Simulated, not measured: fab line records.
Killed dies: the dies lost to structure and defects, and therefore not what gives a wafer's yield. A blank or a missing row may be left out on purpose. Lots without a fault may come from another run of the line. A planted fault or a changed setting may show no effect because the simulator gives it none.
Struck lot and sound lot, side by side    flow berkeley_cmos170    23 out of 331 route steps
Sound: the wafers L831.1, L831.3, L831.5. Wafers L844.1, L844.2, L844.6 were the ones struck. The cause comes at the end.
Per side, at each step with rows, come the tool, then ch with its chambers, and then its first start. Under that, the readings that differ: sound wafers    struck wafers    difference of the means    sigmas: that difference in standard deviations of wafers without a fault.
alike: readings with means less than 2 such deviations apart, plus words and numbers identical on both sides. not compared: withheld readings, readings lacking a value on some wafer, bounds such as >300 that could conceal the same value, and numbers that have no deviation in the record and whose values overlap.
Wherever a step has rows on one side only, a row that says differs or no value, or a row with sigmas, the two part there. When numbers do not overlap yet have no deviation, they are printed without sigmas and do not part them. A reading missing from all wafers of one side parts the sides only when that side holds two or more wafers.

UCB170_M1_ETCH_11: etches BARC in N2/H2.
  sound on rie_diel-02 ch 0,1, day 7 21:35; struck on rie_diel-02 ch 0,3, day 10 13:03
  alike: drypump_motor_current_A, oes_product_au, throttle_valve_pct
UCB170_M1_METAL_ETCH_12: etches Al in Cl2/BCl3, stops on PSG, target depth 780 nm, time 130 s.
  sound on rie_metal-02 ch 1, day 7 21:38; struck on rie_metal-01 ch 0,1, day 10 13:05
  alike: drypump_motor_current_A, oes_product_au, throttle_valve_pct
  not compared: rf_hours_counter_h
UCB170_M1_STRIP_13: strips in O2.
  sound on plasma_asher-02 ch 0,1, day 7 21:54; struck on plasma_asher-04 ch 0,1, day 10 13:14
  alike: drypump_motor_current_A, oes_product_au
  not compared: rf_hours_counter_h
UCB170_M1_CD_MEAS_90: the cd target is 700 nm.
  struck on cd_sem-02, day 10 13:20; sound on cd_sem-02, day 7 22:00
  alike: cd_nm
then, 1 step without rows for these wafers: UCB170_M1_ANNEAL_14 (time 1200 s).
UCB170_V1_CVD_00: deposits SiO2 from TEOS/O2, target thk 2000 nm, time 250 s.
  sound on pecvd-01 ch 0,2, day 8 01:22; struck on pecvd-03 ch 0,1,2, day 10 16:29
  alike: heater_power_w
UCB170_V1_THK_MEAS_01:
  struck on film_metro-01, day 10 16:38; sound on film_metro-03, day 8 01:31
  alike: V1_TEOS_THK
UCB170_V1_CMP_02: polishes SiO2.
  sound on cmp-02 ch 0,2,3, day 8 01:53; struck on cmp-02 ch 0,3, day 10 17:26
  alike: motor_current_A
UCB170_V1_BOW_MEAS_03:
  struck on film_metro-01, day 10 17:44; sound on film_metro-04, day 8 02:11
  alike: V1_BOW
UCB170_V1_THK_MEAS_04:
  struck on film_metro-01, day 10 17:52; sound on film_metro-04, day 8 02:18
  alike: V1_POLISHED_THK
then, 2 steps without rows for these wafers: UCB170_V1_CLEAN_05 (cleans in DIW); UCB170_V1_HMDS_06 (prime time 60 s).
UCB170_V1_COAT_07: resist thk 900 nm.
  sound on litho_track-04 ch 0, day 8 03:57; struck on litho_track-01 ch 0, day 10 18:23
reading                              sound              struck          difference  sigmas
model.KrF_of_V1_COAT_07.thk_nm (nm)  903.3 902.4 902.6  1053 1055 1053  +151        
then, 4 steps without rows for these wafers: UCB170_V1_SOFTBAKE_08 (time 60 s); UCB170_V1_EXPOSE_09 (exposes mask VIA1, target cd 700 nm); UCB170_V1_PEB_10; UCB170_V1_DEVELOP_11 (develop time 45 s).
UCB170_V1_CD_MEAS_12: the cd target is 700 nm.
  struck on cd_sem-02, day 10 19:05; sound on cd_sem-01, day 8 04:58
reading     sound              struck             difference  sigmas
cd_nm (nm)  702.1 701.4 702.2  693.7 694.1 693.9  -8.0        -5
UCB170_V1_OVL_MEAS_13:
  struck on overlay-02, day 10 19:13; sound on overlay-02, day 8 05:05
  alike: V1_OVL
UCB170_V1_ETCH_14: etches SiO2 in CHF3/CF4/Ar, stops on Al, target depth 1250 nm, time 291 s.
  sound on rie_diel-01 ch 0,2,3, day 8 05:08; struck on rie_diel-04 ch 0,1,3, day 10 19:14
reading                              sound              struck             difference  sigmas
model.KrF_of_V1_COAT_07.thk_nm (nm)  615.1 614.6 610.7  757.7 759.8 763.6  +146.9      
model.V1.cd_nm (nm)                  699.8 701.3 699.8  694.6 694.2 693.3  -6.3        
  alike: drypump_motor_current_A, oes_product_au, throttle_valve_pct
  not compared: rf_hours_counter_h
UCB170_V1_STRIP_15: strips in O2.
  sound on plasma_asher-04 ch 0,1, day 8 05:19; struck on plasma_asher-03 ch 0,1, day 10 19:25
reading                       sound              struck             difference  sigmas
strip_time_to_endpoint_s (s)  15.41 15.42 15.33  18.76 18.81 18.91  +3.44       +31
  alike: drypump_motor_current_A, oes_product_au
  not compared: rf_hours_counter_h
UCB170_V1_CD_MEAS_90: the cd target is 700 nm.
  struck on cd_sem-02, day 10 19:31; sound on cd_sem-01, day 8 05:25
reading     sound              struck             difference  sigmas
cd_nm (nm)  699.6 701.0 700.1  694.7 694.0 693.7  -6.1        -3
then, 1 step without rows for these wafers: UCB170_M3_PROBE_99.

== WHERE THEY PART ==
Last at UCB170_V1_CD_MEAS_90 as far as this record goes, first at UCB170_V1_CD_MEAS_12.

WHY: what the simulator had put in
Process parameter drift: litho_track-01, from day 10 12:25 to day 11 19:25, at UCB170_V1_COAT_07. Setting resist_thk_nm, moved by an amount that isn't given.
